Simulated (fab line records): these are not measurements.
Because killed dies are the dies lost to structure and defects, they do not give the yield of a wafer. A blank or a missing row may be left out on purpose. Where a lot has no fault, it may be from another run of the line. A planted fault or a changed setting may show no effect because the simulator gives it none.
Which tool did it?    flow rit_cmos    Sampling: 14 lots, 42 wafers, 2 of 202 route steps

== WHAT THE GAUGES READ, wafer by wafer ==
No reading from a measuring or inspecting step in the record can be judged against a usual standard deviation.

== WHICH TOOL RAN EACH LOT (tool, then ch and the chambers of the sampled wafers, then the start) ==
lot   RIT_SDANNEAL_CLEAN_00           RIT_M1_PROBE_99
L723  wet_bench-01 ch 3, day 3 12:16  prober-01, day 3 20:31
L725  wet_bench-01 ch 0, day 3 22:21  prober-01, day 4 06:11
L726  wet_bench-01 ch 0, day 4 03:15  prober-02, day 4 11:07
L727  wet_bench-04 ch 1, day 4 07:38  prober-01, day 4 15:40
L728  wet_bench-01 ch 3, day 4 11:28  prober-02, day 4 19:50
L729  wet_bench-04 ch 1, day 4 17:17  prober-01, day 5 01:13
L730  wet_bench-01 ch 0, day 4 23:35  prober-02, day 5 08:37
L737  wet_bench-01 ch 0, day 6 08:16  prober-01, day 6 16:04
L739  wet_bench-02 ch 2, day 6 21:40  prober-01, day 7 05:23
L740  wet_bench-04 ch 2, day 7 00:40  prober-02, day 7 08:44
L741  wet_bench-04 ch 2, day 7 05:34  prober-01, day 7 14:38
L742  wet_bench-01 ch 2, day 7 10:28  prober-02, day 7 18:09
L743  wet_bench-01 ch 1, day 7 14:06  prober-01, day 7 21:46
L744  wet_bench-01 ch 2, day 7 21:50  prober-02, day 8 05:40
- RIT_SDANNEAL_CLEAN_00: cleans in SC1, time 600 s.
- RIT_M1_PROBE_99

== WHAT THE TOOLS THEMSELVES READ (means of the sampled wafers that have a number; where no wafer has one, the mark that the record gives instead) ==
RIT_SDANNEAL_CLEAN_00. Usual: bath_guard_temp_C 74.8 C, standard deviation 0.38; bath_heat_duty_pct 14.7 %, standard deviation 1.8.
lot   tool          bath_guard_temp_C (C)  bath_heat_duty_pct (%)  flag
L723  wet_bench-01  74.8                   12.9                    
L725  wet_bench-01  74.8                   14.7                    
L726  wet_bench-01  74.7                   15.0                    
L727  wet_bench-04  75.0                   13.9                    
L728  wet_bench-01  74.8                   13.6                    
L729  wet_bench-04  -                      -                       OFF
L730  wet_bench-01  -                      -                       OFF
L737  wet_bench-01  75.0                   14.3                    
L739  wet_bench-02  75.0                   15.0                    
L740  wet_bench-04  75.3                   17.3                    
L741  wet_bench-04  75.3                   17.4                    
L742  wet_bench-01  75.0                   13.0                    
L743  wet_bench-01  74.4                   14.7                    
L744  wet_bench-01  75.0                   12.7                    

RIT_M1_PROBE_99. Usual: killed_at_M0_to_M3 0.0 (standard deviation 0.083); killed_at_contacts 0.1 (standard deviation 0.32); killed_at_front_end 7 (standard deviation 3); killed_dies 7 (standard deviation 3); killed_on_rim 1.8 (standard deviation 1.4); killed_open 3.4 (standard deviation 2.2); killed_short 3.3 (standard deviation 1.8).
lot   tool       killed_at_M0_to_M3  killed_at_contacts  killed_at_front_end  killed_dies  killed_on_rim  killed_open  killed_short  flag
L723  prober-01  0.0                 0.7                 7                    8            2.0            4.0          3.7           
L725  prober-01  0.0                 0.0                 8                    8            2.3            4.7          3.7           
L726  prober-02  0.0                 0.0                 8                    8            2.0            4.7          3.7           
L727  prober-01  0.0                 0.0                 7                    7            1.0            3.3          4.0           
L728  prober-02  0.0                 0.0                 8                    8            1.3            3.3          4.3           
L729  prober-01  0.0                 0.0                 8                    8            2.3            5.0          3.3           
L730  prober-02  0.0                 0.0                 9                    9            2.0            4.0          4.7           
L737  prober-01  0.0                 0.0                 5                    5            1.7            3.7          1.3           
L739  prober-01  0.0                 0.0                 3                    3            1.0            0.7          2.3           
L740  prober-02  0.3                 0.3                 6                    7            3.3            4.0          3.0           OFF
L741  prober-01  0.0                 0.0                 8                    8            2.3            4.3          4.0           
L742  prober-02  0.0                 0.0                 8                    8            1.7            4.3          3.3           
L743  prober-01  0.0                 0.0                 7                    7            2.7            2.7          4.3           
L744  prober-02  0.0                 0.0                 11                   11           4.0            7.0          3.7           

== THE ANSWER, worked out from the rows above alone ==
Rule: lot off if the mean of its wafers having a number is beyond 3 standard deviations from the usual mean. A lot without any number at a reading at which 4 lots or more have one is off too. Where the step has rows for the other lots, those lots are counted as sound. Order of review: gauges by route order, followed by the tools' own readings, for which a lot's mean as printed above is used. The first step at which some lot is off is used, and at that step the reading that is off furthest; a lot without a number counts as furthest.
Off: L729, L730 (RIT_SDANNEAL_CLEAN_00, bath_guard_temp_C). Without a number there: L729, L730.
If a tool, at that step or one of the process steps before it, ran each lot that is off and ran no sound lot following the first of them, it fits. None of those tried fits.

== WHAT THE SIMULATOR HAD INSERTED ==
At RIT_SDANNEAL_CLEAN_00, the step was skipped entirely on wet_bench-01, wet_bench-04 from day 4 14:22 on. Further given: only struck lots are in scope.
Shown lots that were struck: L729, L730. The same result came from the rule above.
